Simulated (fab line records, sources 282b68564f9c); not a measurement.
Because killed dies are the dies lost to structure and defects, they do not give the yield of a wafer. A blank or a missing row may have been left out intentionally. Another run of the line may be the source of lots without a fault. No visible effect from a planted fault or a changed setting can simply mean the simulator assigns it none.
What tool caused it? | flow rit-cmos | 14 lots (42 wafers sampled), 1 step of a 202-step route

== WHAT THE GAUGES SHOWED, per wafer ==
No reading from a measuring or inspecting step in the record can be judged against a usual standard deviation.

== EACH LOT AND THE TOOL THAT RAN IT (in order: tool; ch and the chambers of the sampled wafers; start) ==
lot  | RIT_NLDD_COAT_01
L736 | litho-track-03 ch 0, day 2 19:37
L737 | litho-track-03 ch 0, day 2 22:13
L738 | litho-track-03 ch 0, day 3 05:21
L739 | litho-track-02 ch 0, day 3 12:34
L740 | litho-track-04 ch 0, day 3 15:04
L743 | litho-track-03 ch 0, day 4 06:01
L744 | litho-track-02 ch 0, day 4 13:41
L745 | litho-track-03 ch 0, day 4 19:41
L748 | litho-track-03 ch 0, day 5 10:10
L749 | litho-track-02 ch 0, day 5 11:52
L750 | litho-track-02 ch 0, day 5 20:04
L751 | litho-track-03 ch 0, day 6 03:53
L756 | litho-track-03 ch 0, day 7 01:20
L758 | litho-track-03 ch 0, day 7 12:41
- RIT_NLDD_COAT_01: resist thk 1000 nm.

== AS READ BY THE TOOLS THEMSELVES (means over the sampled wafers that have a number; for cases with no such wafer, the mark the record gives instead) ==
RIT_NLDD_COAT_01. Usual: exhaust-pa 45.0 Pa, standard deviation 0.89; spin-speed-rpm 3249.5 rpm, standard deviation 2.1.
lot  | tool           | exhaust-pa (Pa) | spin-speed-rpm (rpm) | flag
L736 | litho-track-03 | 44.9            | 3252.8               |
L737 | litho-track-03 | 46.0            | 3251.1               |
L738 | litho-track-03 | 44.6            | 3249.7               |
L739 | litho-track-02 | 45.0            | 3251.1               |
L740 | litho-track-04 | 45.1            | 3247.9               |
L743 | litho-track-03 | 45.1            | 3252.1               |
L744 | litho-track-02 | 45.8            | 3248.9               |
L745 | litho-track-03 | 45.2            | 3248.8               |
L748 | litho-track-03 | 45.3            | 3250.4               |
L749 | litho-track-02 | 43.5            | 3246.7               |
L750 | litho-track-02 | 43.8            | 3250.6               |
L751 | litho-track-03 | 45.9            | 3249.8               |
L756 | litho-track-03 | 45.2            | 2161.5               | OFF
L758 | litho-track-03 | 46.1            | 2158.6               | OFF

== THE ANSWER, worked out from the rows above alone ==
Rule: lot off if the mean of its wafers having a number is beyond 3 standard deviations from the usual mean. A lot without any number at a reading at which 4 lots or more have one is off too. The other lots that the step has rows for count as sound. Order of review: gauges by route order, followed by the tools' own readings, for which a lot's mean as printed above is used. The first step at which some lot is off is used, and at that step the reading that is off furthest; a lot without a number counts as furthest.
Off: L756, L758, at RIT_NLDD_COAT_01 (spin-speed-rpm).
A tool fits if, at that step or a process step before it, it ran every lot that is off, and no sound lot after the first of them. One fits: RIT_NLDD_COAT_01 on litho-track-03. Its last sound lot is L751 (day 6 03:53), its first lot that is off L756 (day 7 01:20): a fault that began between those two fits.
The tool's own readings at RIT_NLDD_COAT_01 bear it out: on the lots that are off they differ by more than 5 times the standard deviation of the sound lots' means. spin-speed-rpm reads 2160.1 rpm there against 3250.0 rpm on the sound lots.

== WHAT WAS PUT IN BY THE SIMULATOR ==
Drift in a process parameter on litho-track-03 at RIT_NLDD_COAT_01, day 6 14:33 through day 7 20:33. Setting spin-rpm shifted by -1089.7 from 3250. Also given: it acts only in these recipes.
Struck lots among those shown: L756, L758. The rule given above showed the same thing.
